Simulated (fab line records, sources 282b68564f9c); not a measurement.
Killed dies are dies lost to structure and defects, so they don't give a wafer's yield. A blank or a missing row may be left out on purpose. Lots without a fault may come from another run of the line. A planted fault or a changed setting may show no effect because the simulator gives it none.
fab line records | flow rit_cmos
record lots=14 wafers=42 last_day=7
route steps=202 shown PLDD@119 M1@202
lots that met no fault: from a run of the same line without faults
start_h: hours from the record's first day to the start of the lot's first wafer shown | wait_h: hours since the lot's step before | " the same as in the row above | L1.1+2: a row that stands for several wafers | - no value, or no start given | * or withheld: withheld | < > ~ a bound
route shown NAME@n: a module of which the file shows steps, and the number in the route of the first | usual: mean/standard deviation of fault-free wafers | same: alike in all rows | chamber/n: place in a boat | sites: the reading at each site | _std_site: their standard deviation | _edge_site: outer sites' mean less inner sites' | radius_mm: how far each site lies from the wafer's centre | mask NAME#n: copy n | behind: the tool/chamber that last shaped the wafer | hold: why the lot was held/for how many hours/how that ended | device: the transistor (n, p or np) that didn't switch | end of line: the same wafers' tests at the end of the route | a step without rows: its recipe alone | killed: dies lost to structure and defects at the first sort, not the wafer's yield | map: a wafer's dies, x killed, . not, _ none there
set.NAME: the setting as run; set.NAME@STEP: as run at that earlier step | model.NAME: the simulator's own value behind a step, which no gauge read
steps of the route over a sample of lots; a table a step, a row a wafer
## steps
# step RIT_PLDD_DEVELOP_05
# recipe resist=NOVOLAK develop_time_s=50 dev_temp_c=23
# usual developer_temp_C=23.01/0.1
# columns lot.wafer tool chamber start_h wait_h developer_temp_C
L532.1 litho_track-04 0 59 - 23.05
L532.2 " 0 " " 23.00
L532.4 " 0 " " 22.91
L533.1 litho_track-02 0 64 - 22.91
L533.5 " 0 " " 23.08
L533.6 " 0 " " 23.11
L535.1 litho_track-04 0 74 - 22.83
L535.2 " 0 " " 22.88
L535.5 " 0 " " 23.03
L536.2 litho_track-04 0 77 - 23.00
L536.3 " 0 " " 23.09
L536.5 " 0 78 - 23.08
L537.2 litho_track-02 0 83 - 22.96
L537.5 " 0 " " 22.86
L537.6 " 0 " " 22.94
L538.1 litho_track-01 0 87 - 22.99
L538.4 " 0 " " 23.11
L538.6 " 0 " " 22.95
L539.1 litho_track-02 0 91 - 23.06
L539.4 " 0 92 - 22.93
L539.6 " 0 " " 22.97
L540.2 litho_track-02 0 95 - 22.95
L540.3 " 0 " " 22.85
L540.4 " 0 " " 22.90
L541.1 litho_track-02 0 101 - 23.13
L541.4 " 0 " " 22.99
L541.5 " 0 102 - 23.22
L542.2 litho_track-04 0 104 - 23.05
L542.4 " 0 " " 22.95
L542.5 " 0 " " 23.17
L544.2 litho_track-01 0 117 - 22.89
L544.3 " 0 " " 22.90
L544.6 " 0 " " 22.96
L549.1 litho_track-01 0 142 - 20.63
L549.4 " 0 " " 20.87
L549.6 " 0 " " 20.74
L550.2 litho_track-01 0 148 - 20.67
L550.4 " 0 " " 20.58
L550.5 " 0 " " 20.78
L553.1 litho_track-04 0 165 - 22.99
L553.4 " 0 " " 23.02
L553.6 " 0 " " 22.89
# step RIT_M1_PROBE_99
# usual killed_at_contacts=0.1/0.3 killed_at_front_end=7/3.3 killed_dies=7/3.3 killed_open=3.8/2.3 killed_short=3.5/2.1
# same gross_dies=264 killed_at_M0_to_M3=0 killed_at_M4_up=0 killed_at_back_side=0 killed_at_other=0
# columns lot.wafer tool chamber start_h wait_h killed_at_contacts killed_at_front_end killed_dies killed_open killed_short
L536.2 prober-01 - 92.44 0.1 0 8 8 6 2
L536.3 prober-01 - 92.49 0.2 0 5 5 2 3
L536.5 prober-01 - 92.59 0.2 0 10 10 4 6
L544.2 prober-01 - 131.82 0.1 0 3 3 2 1
L544.3 prober-01 - 131.87 0.2 0 7 7 1 6
L544.6 prober-01 - 132.02 0.2 0 9 9 4 5
# killed by level:class
L536.2 FOX1:geometric_particle:open=2 SILICIDE:geometric_particle:open=2 ACTIVE:geometric_particle:short=1 FOX2:geometric_particle:open=1 GATE:geometric_particle:open=1 SILICIDE:geometric_particle:short=1
L536.3 GATE:geometric_particle:short=2 GATE:geometric_particle:open=1 SPACER:geometric_particle:short=1 SILICIDE:geometric_particle:open=1
L536.5 FOX1:geometric_particle:short=2 REOX:geometric_particle:open=2 REOX:geometric_particle:short=2 FOX1:geometric_particle:open=1 SPACER:geometric_particle:short=1 SILICIDE:geometric_particle:short=1 SILICIDE:geometric_particle:open=1
L544.2 GATE:geometric_particle:short=1 GATE:geometric_particle:open=1 SILICIDE:geometric_particle:open=1
L544.3 GATE:geometric_particle:short=3 REOX:geometric_particle:short=2 FOX1:geometric_particle:short=1 REOX:geometric_particle:open=1
L544.6 GATE:geometric_particle:short=3 FOX2:geometric_particle:open=2 FOX2:geometric_particle:short=1 GATE:geometric_particle:open=1 REOX:geometric_particle:short=1 SPACER:geometric_particle:open=1
## key
first_sign step=RIT_PLDD_DEVELOP_05 reading=developer_temp_C direction=down sigmas=22 usual=* struck=*
effect none on later readings
met_at RIT_PLDD_DEVELOP_05
struck_lots L549,L550
tester_left_out L549,L550
onset_between 117 142
fault kind=process_parameter_drift tool=litho_track-01 chamber=- onset_h=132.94 steps=RIT_PLDD_DEVELOP_05 channel=dev_temp_c offset=* shape=step end_h=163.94 acts_in=* stated=*
# tester_left_out: of these lots the tester's yield and bins aren't shown, on N5 and GAA mostly nor the transistor test; their killed dies are dies lost to structure and defects alone, not to doping, threshold or leakage, so they don't give the yield
